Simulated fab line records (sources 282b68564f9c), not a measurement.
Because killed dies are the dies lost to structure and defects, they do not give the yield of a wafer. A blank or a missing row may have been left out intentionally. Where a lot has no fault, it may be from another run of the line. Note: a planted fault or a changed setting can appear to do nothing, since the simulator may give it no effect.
Which of the tools did it? :: flow rit_cmos :: 13 lots, 39 wafers sampled, at 2 steps of a route of 202

WHAT THE GAUGES SHOWED, per wafer
No reading from a measuring or inspecting step in the record can be judged against a usual standard deviation.

TOOL THAT RAN EACH LOT (tool first, then ch and the chambers of the sampled wafers, then the start)
lot: L532
RIT_GATE_ETCH_19: rie_si-01 ch 0,1,2, day 2 15:13
RIT_M1_PROBE_99: prober-01, day 3 12:07

lot: L533
RIT_GATE_ETCH_19: rie_si-02 ch 0,2, day 2 22:20
RIT_M1_PROBE_99: prober-02, day 3 17:54

lot: L535
RIT_GATE_ETCH_19: rie_si-02 ch 1,2, day 3 06:39
RIT_M1_PROBE_99: prober-02, day 4 06:15

lot: L536
RIT_GATE_ETCH_19: rie_si-01 ch 1,2, day 3 15:04
RIT_M1_PROBE_99: prober-01, day 4 11:04

lot: L537
RIT_GATE_ETCH_19: rie_si-02 ch 1,2,3, day 3 17:50
RIT_M1_PROBE_99: prober-02, day 4 14:52

lot: L538
RIT_GATE_ETCH_19: rie_si-01 ch 0,3, day 4 01:40
RIT_M1_PROBE_99: prober-01, day 4 21:26

lot: L540
RIT_GATE_ETCH_19: rie_si-01 ch 1,2, day 4 09:55
RIT_M1_PROBE_99: prober-01, day 5 06:44

lot: L541
RIT_GATE_ETCH_19: rie_si-02 ch 0,2, day 4 13:45
RIT_M1_PROBE_99: prober-02, day 5 12:27

lot: L543
RIT_GATE_ETCH_19: rie_si-02 ch 0,2,3, day 4 23:19
RIT_M1_PROBE_99: prober-02, day 5 19:14

lot: L544
RIT_GATE_ETCH_19: rie_si-01 ch 0,1,2, day 5 02:21
RIT_M1_PROBE_99: prober-01, day 5 23:17

lot: L551
RIT_GATE_ETCH_19: rie_si-02 ch 2,3, day 6 15:28
RIT_M1_PROBE_99: prober-01, day 7 15:59

lot: L553
RIT_GATE_ETCH_19: rie_si-02 ch 0,1,2, day 6 23:05
RIT_M1_PROBE_99: prober-02, day 7 21:04

lot: L555
RIT_GATE_ETCH_19: rie_si-02 ch 2,3, day 7 09:21
RIT_M1_PROBE_99: prober-02, day 8 06:28
- RIT_GATE_ETCH_19: etches poly-Si in SF6/CHF3/O2, stops on SiO2, time 165 s, target depth 312.5 nm.
- RIT_M1_PROBE_99

AS READ BY THE TOOLS THEMSELVES (means over the sampled wafers that have a number; for cases with no such wafer, the mark the record gives instead)
RIT_GATE_ETCH_19. Usual: drypump_motor_current_A 5.8 A, standard deviation 0.64; oes_product_au 0.858 a.u., standard deviation 0.011; rf_fwd_power_W 159.2 W, standard deviation 0.51; throttle_valve_pct 10.22 %, standard deviation 0.14.
lot: L532
tool: rie_si-01
drypump_motor_current_A (A): 5.4
oes_product_au (a.u.): 0.862
rf_fwd_power_W (W): 158.7
throttle_valve_pct (%): 10.17
flag: 

lot: L533
tool: rie_si-02
drypump_motor_current_A (A): 6.2
oes_product_au (a.u.): 0.863
rf_fwd_power_W (W): 159.3
throttle_valve_pct (%): 10.17
flag: 

lot: L535
tool: rie_si-02
drypump_motor_current_A (A): 6.6
oes_product_au (a.u.): 0.847
rf_fwd_power_W (W): 159.5
throttle_valve_pct (%): 10.20
flag: 

lot: L536
tool: rie_si-01
drypump_motor_current_A (A): 5.2
oes_product_au (a.u.): 0.860
rf_fwd_power_W (W): 159.0
throttle_valve_pct (%): 10.09
flag: 

lot: L537
tool: rie_si-02
drypump_motor_current_A (A): 6.6
oes_product_au (a.u.): 0.854
rf_fwd_power_W (W): 159.3
throttle_valve_pct (%): 10.29
flag: 

lot: L538
tool: rie_si-01
drypump_motor_current_A (A): 5.3
oes_product_au (a.u.): 0.851
rf_fwd_power_W (W): 159.1
throttle_valve_pct (%): 10.29
flag: 

lot: L540
tool: rie_si-01
drypump_motor_current_A (A): 5.3
oes_product_au (a.u.): 0.857
rf_fwd_power_W (W): 159.1
throttle_valve_pct (%): 10.10
flag: 

lot: L541
tool: rie_si-02
drypump_motor_current_A (A): 6.1
oes_product_au (a.u.): 0.866
rf_fwd_power_W (W): 158.5
throttle_valve_pct (%): 10.15
flag: 

lot: L543
tool: rie_si-02
drypump_motor_current_A (A): 6.4
oes_product_au (a.u.): 0.867
rf_fwd_power_W (W): 159.5
throttle_valve_pct (%): 10.27
flag: 

lot: L544
tool: rie_si-01
drypump_motor_current_A (A): 5.4
oes_product_au (a.u.): 0.869
rf_fwd_power_W (W): 159.6
throttle_valve_pct (%): 10.16
flag: 

lot: L551
tool: rie_si-02
drypump_motor_current_A (A): 6.8
oes_product_au (a.u.): 0.868
rf_fwd_power_W (W): 159.0
throttle_valve_pct (%): 10.22
flag: 

lot: L553
tool: rie_si-02
drypump_motor_current_A (A): 6.3
oes_product_au (a.u.): 0.854
rf_fwd_power_W (W): 159.2
throttle_valve_pct (%): 10.18
flag: 

lot: L555
tool: rie_si-02
drypump_motor_current_A (A): 6.8
oes_product_au (a.u.): 0.857
rf_fwd_power_W (W): 159.4
throttle_valve_pct (%): 10.21
flag: 

RIT_M1_PROBE_99. Usual: killed_at_contacts 0.1, standard deviation 0.35; killed_at_front_end 6.9, standard deviation 2.8; killed_dies 7.0, standard deviation 2.8; killed_open 3.4, standard deviation 2; killed_short 3.5, standard deviation 2.1.
lot: L532
tool: prober-01
killed_at_contacts: 0.3
killed_at_front_end: 5.7
killed_dies: 6.0
killed_open: 2.7
killed_short: 3.3
flag: 

lot: L533
tool: prober-02
killed_at_contacts: 0.0
killed_at_front_end: 10.3
killed_dies: 10.3
killed_open: 3.3
killed_short: 7.0
flag: 

lot: L535
tool: prober-02
killed_at_contacts: 0.0
killed_at_front_end: 6.3
killed_dies: 6.3
killed_open: 4.7
killed_short: 1.7
flag: 

lot: L536
tool: prober-01
killed_at_contacts: 0.0
killed_at_front_end: 7.7
killed_dies: 7.7
killed_open: 3.0
killed_short: 4.7
flag: 

lot: L537
tool: prober-02
killed_at_contacts: 0.0
killed_at_front_end: 5.0
killed_dies: 5.0
killed_open: 2.3
killed_short: 2.7
flag: 

lot: L538
tool: prober-01
killed_at_contacts: 0.3
killed_at_front_end: 7.0
killed_dies: 7.3
killed_open: 2.0
killed_short: 5.3
flag: 

lot: L540
tool: prober-01
killed_at_contacts: 0.3
killed_at_front_end: 6.0
killed_dies: 6.3
killed_open: 4.0
killed_short: 2.3
flag: 

lot: L541
tool: prober-02
killed_at_contacts: 0.0
killed_at_front_end: 5.7
killed_dies: 5.7
killed_open: 3.0
killed_short: 2.7
flag: 

lot: L543
tool: prober-02
killed_at_contacts: 0.0
killed_at_front_end: 4.7
killed_dies: 4.7
killed_open: 2.3
killed_short: 2.3
flag: 

lot: L544
tool: prober-01
killed_at_contacts: 0.3
killed_at_front_end: 14.0
killed_dies: 14.3
killed_open: 2.7
killed_short: 2.7
flag: 

lot: L551
tool: prober-01
killed_at_contacts: 0.0
killed_at_front_end: 7.7
killed_dies: 7.7
killed_open: 2.7
killed_short: 5.0
flag: 

lot: L553
tool: prober-02
killed_at_contacts: 0.3
killed_at_front_end: 8.7
killed_dies: 9.0
killed_open: 3.3
killed_short: 5.7
flag: 

lot: L555
tool: prober-02
killed_at_contacts: 0.0
killed_at_front_end: 6.0
killed_dies: 6.0
killed_open: 2.0
killed_short: 4.0
flag: 

THE ANSWER, worked out from the rows above alone
Rule: a lot counts as off when the mean over its wafers that have a number is more than 3 standard deviations away from the usual mean. A lot without any number at a reading at which 4 lots or more have one is off too. Any other lot the step has rows for is counted as sound. After the gauges, taken in route order, come the tools' own readings; for these a lot's mean is taken, as printed above. The first step at which some lot is off is used, and at that step the reading that is off furthest; a lot without a number counts as furthest.
Across all readings shown, no lot is off: no conclusion can be drawn from this.

WHAT THE SIMULATOR PUT IN
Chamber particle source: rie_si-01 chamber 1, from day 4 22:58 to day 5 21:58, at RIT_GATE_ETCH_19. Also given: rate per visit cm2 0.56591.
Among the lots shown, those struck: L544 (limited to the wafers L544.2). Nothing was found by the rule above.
